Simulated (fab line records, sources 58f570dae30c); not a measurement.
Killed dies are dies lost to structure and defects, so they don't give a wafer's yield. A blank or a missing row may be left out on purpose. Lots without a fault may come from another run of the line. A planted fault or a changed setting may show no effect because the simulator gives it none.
Split-lot experiment | flow berkeley_cmos170 | 5 lots, 23 wafers read, on a route of 331 steps

THE SPLIT
At UCB170_M2_SPUTTER_01 (material Al, target thk 900 nm, time 120 s), the setting power_w was moved away from the recipe's 6000 W on 10 of the 23 wafers read, by -8.6% to +4.5%. The other wafers ran this setting at the recipe's value.

FROM THE SPLIT TO THE READING: what the file shows between them, 1 step
- UCB170_M2_RS_MEAS_02: measures by four-point-probe

THE READING
M2_AL_THK, in nm, at UCB170_M2_THK_MEAS_03 (measures by xrf). Fault-free wafers of this fab line usually give 904 nm, standard deviation 8.3 nm.

wafer  | tool, chamber at the split | power_w as run, W | against the recipe | M2_AL_THK, nm | against lot-mates on the recipe
L076.1 | pvd_sputter-01, -          | 5485              | -8.6%              | 821           | -78
L076.2 | pvd_sputter-01, -          | 6000              | recipe             | 897           | -
L076.3 | pvd_sputter-01, -          | 5485              | -8.6%              | 821           | -78
L076.4 | pvd_sputter-01, -          | 6000              | recipe             | 902           | -
L076.6 | pvd_sputter-01, -          | 5485              | -8.6%              | 824           | -76
L082.2 | pvd_sputter-04, -          | 6000              | recipe             | 905           | -
L082.3 | pvd_sputter-04, -          | 6268              | +4.5%              | 946           | +40
L082.4 | pvd_sputter-04, -          | 6268              | +4.5%              | 942           | +36
L082.5 | pvd_sputter-04, -          | 6000              | recipe             | 905           | -
L082.6 | pvd_sputter-04, -          | 6000              | recipe             | 909           | -
L079.2 | pvd_sputter-03, -          | 6000              | recipe             | 905           | -
L079.3 | pvd_sputter-03, -          | 6000              | recipe             | 906           | -
L079.4 | pvd_sputter-03, -          | 6000              | recipe             | 896           | -
L079.5 | pvd_sputter-03, -          | 5518              | -8.0%              | 831           | -71
L079.6 | pvd_sputter-03, -          | 5518              | -8.0%              | 835           | -67
L080.2 | pvd_sputter-04, -          | 6000              | recipe             | 894           | -
L080.3 | pvd_sputter-04, -          | 6000              | recipe             | 898           | -
L080.4 | pvd_sputter-04, -          | 6000              | recipe             | 906           | -
L085.1 | pvd_sputter-04, -          | 6000              | recipe             | 912           | -
L085.2 | pvd_sputter-04, -          | 6229              | +3.8%              | 954           | +42
L085.4 | pvd_sputter-04, -          | 6000              | recipe             | 912           | -
L085.5 | pvd_sputter-04, -          | 6229              | +3.8%              | 939           | +27
L085.6 | pvd_sputter-04, -          | 6229              | +3.8%              | 942           | +30

THE FIT
A straight line over all 23 wafers: M2_AL_THK changes by +9.43 nm for each +1% of power_w; r = +0.99; the points scatter about the line by 5.7 nm.
The same after taking each lot's own level away (the mean of its wafers on the recipe; 23 wafers): +8.8 nm for each +1%; r = +0.99; scatter 3.9 nm.
On that fit, the largest move of power_w shifts the reading by 76 nm.
The lots' own levels span 899.3 to 912.0 nm, that is 1.5 times the standard deviation above.
So the lot-to-lot level changes the slope little: the two slopes agree.
Check: with one of the wafers moved furthest among these (-8.6%) left out of the fit, the line predicts -75.3 nm for it against its lot-mates. It came out at -78.5 nm against them.

OTHER SPLITS ON THESE WAFERS
These wafers also went through other splits before the reading. Each is held against what the fit with the lots' levels taken away leaves over:
other split on the same wafers      | wafers away from the commonest value | r with M2_AL_THK (lot level and that fit taken away)
UCB170_CONTACT_PEB_13 peb_temp_c    | 6                                    | +0.01
UCB170_M1_COAT_04 resist_thk_nm     | 9                                    | +0.21
UCB170_V1_CVD_00 time_s             | 9                                    | -0.01
UCB170_V1_CMP_02 leave_above_ref_nm | 6                                    | -0.19

THE WHOLE CHAIN: every reading that the file lists as answering this split, in the file's order
step                  | what it does                               | reading                                                                     | change (the file's fit)               | r (the file's)
UCB170_M2_SPUTTER_01  | material Al, target thk 900 nm, time 120 s | Al_of_M2_SPUTTER_01.thk_nm (the simulator's own value, which no gauge read) | +8.76 nm for each +1% of the setting  | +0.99
UCB170_M2_RS_MEAS_02  | measures by four-point-probe               | M2_AL_RS                                                                    | -0.000333 for each +1% of the setting | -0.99
UCB170_M2_THK_MEAS_03 | measures by xrf                            | M2_AL_THK                                                                   | +8.76 for each +1% of the setting     | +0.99

THE FILE'S OWN FIT
M2_AL_THK changes by +8.76 nm for each +1% of power_w, r = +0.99.
